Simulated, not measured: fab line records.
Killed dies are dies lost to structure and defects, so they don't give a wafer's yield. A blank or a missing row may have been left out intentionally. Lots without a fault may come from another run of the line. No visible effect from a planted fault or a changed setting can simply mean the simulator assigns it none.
Code-filled problem report in 8D (eight disciplines) form || flow berkeley-cmos170 || the parts of the form that need people (team, actions taken, sign-off) are left out

## 1. THE PROBLEM
Mean PLDD_RS at UCB170_SDANNEAL_RS_MEAS_04: 865 ohm/sq over 9 wafers in 3 lots; fault-free wafers: 1032 ohm/sq, standard deviation 3.2. That puts it -52 standard deviations away from the usual mean.
The step: measures by four-point-probe.
The first sign was on wafer L697.1 at day 8 15:51, on film-metro-04. The record has a number at this step for 45 wafers belonging to 15 lots. Rule for "out", or "out of limits": more than 4 standard deviations from the usual mean. The other wafers with a number count as sound.

## 2. WHAT IT IS AND WHAT IT IS NOT
{"question": "which readings at this step", "is": "PLDD_RS", "is not": "-"}
{"question": "which lots", "is": "L697, L698, L700", "is not": "L688, L689, L690, L692, L694, L695, L696, L701, L702, L708, L709, L711"}
{"question": "which wafers of those lots", "is": "all that have a number", "is not": "-"}
{"question": "read on which gauges", "is": "film-metro-01, film-metro-04", "is not": "film-metro-02"}
{"question": "when", "is": "from day 8 15:51", "is not": "up to then (21 sound wafers); but 15 sound wafers of L701, L702, L708, L709, L711 came after"}

## 3. THE SUSPECTS, EACH WITH WHAT RULES IT OUT
Counting: a tool at a process step up to the reading stays a suspect if it ran every lot that is out and no sound lot after the first of them.
- ruled out: the gauge at UCB170_SDANNEAL_RS_MEAS_04. Those wafers that are out were read across 2 gauges (film-metro-01, film-metro-04).
- furnace-03 at UCB170_SPACER_ANNEAL_02 (time 1800 s): kept. All lots that are out passed through it, beginning with L697 at day 8 09:46, and no sound lot followed; its final sound lot before that point was L695 at day 8 05:31. Its own readings are out on those wafers: spike-tc-centre-C, spike-tc-load-C, spike-tc-source-C, tube-center-temp-C, tube_center_temp_C_max, zone-power-load-pct.
After counting, what remains is furnace-03 at UCB170_SPACER_ANNEAL_02.

## 4. THE CAUSE (what the simulator had put in)
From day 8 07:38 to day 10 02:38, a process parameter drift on furnace-03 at UCB170_SPACER_ANNEAL_02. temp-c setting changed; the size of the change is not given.
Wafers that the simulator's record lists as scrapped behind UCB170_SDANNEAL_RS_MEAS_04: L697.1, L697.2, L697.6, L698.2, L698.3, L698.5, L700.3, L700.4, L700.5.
This tool alone remained once counting was done.

## 5. THE CHAIN OF EFFECTS, in route order
One row per reading whose mean, taken over the struck wafers that have a number, lies over 3 standard deviations from the usual. Only readings whose record carries a usual standard deviation are examined. hours: median over the lots of the time between each lot's start at the first step of this table that gives one and its start at this step. sigmas: the change, counted in usual standard deviations.
{"hours": 0, "step": "UCB170_SPACER_ANNEAL_02", "reading": "spike-tc-centre-C", "usual": "902.9 C", "on struck wafers": 971.8, "change": "+68.9", "sigmas": "+69"}
{"hours": 0, "step": "UCB170_SPACER_ANNEAL_02", "reading": "spike-tc-load-C", "usual": "927.0 C", "on struck wafers": 999.8, "change": "+72.8", "sigmas": "+27"}
{"hours": 0, "step": "UCB170_SPACER_ANNEAL_02", "reading": "spike-tc-source-C", "usual": "925 C", "on struck wafers": 991, "change": "+66", "sigmas": "+21"}
{"hours": 0, "step": "UCB170_SPACER_ANNEAL_02", "reading": "tube-center-temp-C", "usual": "900 C", "on struck wafers": 969, "change": "+69", "sigmas": "+99 or more"}
{"hours": 0, "step": "UCB170_SPACER_ANNEAL_02", "reading": "tube_center_temp_C_max", "usual": 902.4, "on struck wafers": 971.3, "change": "+68.9", "sigmas": "+99 or more"}
{"hours": 0, "step": "UCB170_SPACER_ANNEAL_02", "reading": "zone-power-load-pct", "usual": "23.3 %", "on struck wafers": 28.3, "change": "+5.0", "sigmas": "+9.4"}
{"hours": 7, "step": "UCB170_SDANNEAL_RS_MEAS_04", "reading": "PLDD_RS", "usual": "1032 ohm/sq", "on struck wafers": 865, "change": -167, "sigmas": -52}
Its process steps:
- UCB170_SPACER_ANNEAL_02: time 1800 s.

## 6. HOW IT WOULD HAVE BEEN CAUGHT EARLIER
The first out-of-limits reading at a measuring or inspecting step in this record came at day 8 15:51, 8 hours after the fault's start at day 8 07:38.
The tool's own readings at UCB170_SPACER_ANNEAL_02 were out on every struck wafer that the step has a row for (spike-tc-centre-C, spike-tc-load-C, spike-tc-source-C, tube-center-temp-C, tube_center_temp_C_max, zone-power-load-pct): an alarm limit on them would have fired on the first of those.
Lots out: 3; of these, L698, L700 started UCB170_SPACER_ANNEAL_02 on furnace-03 after day 8 15:51. A hold on the tool at that time would have spared those 2.
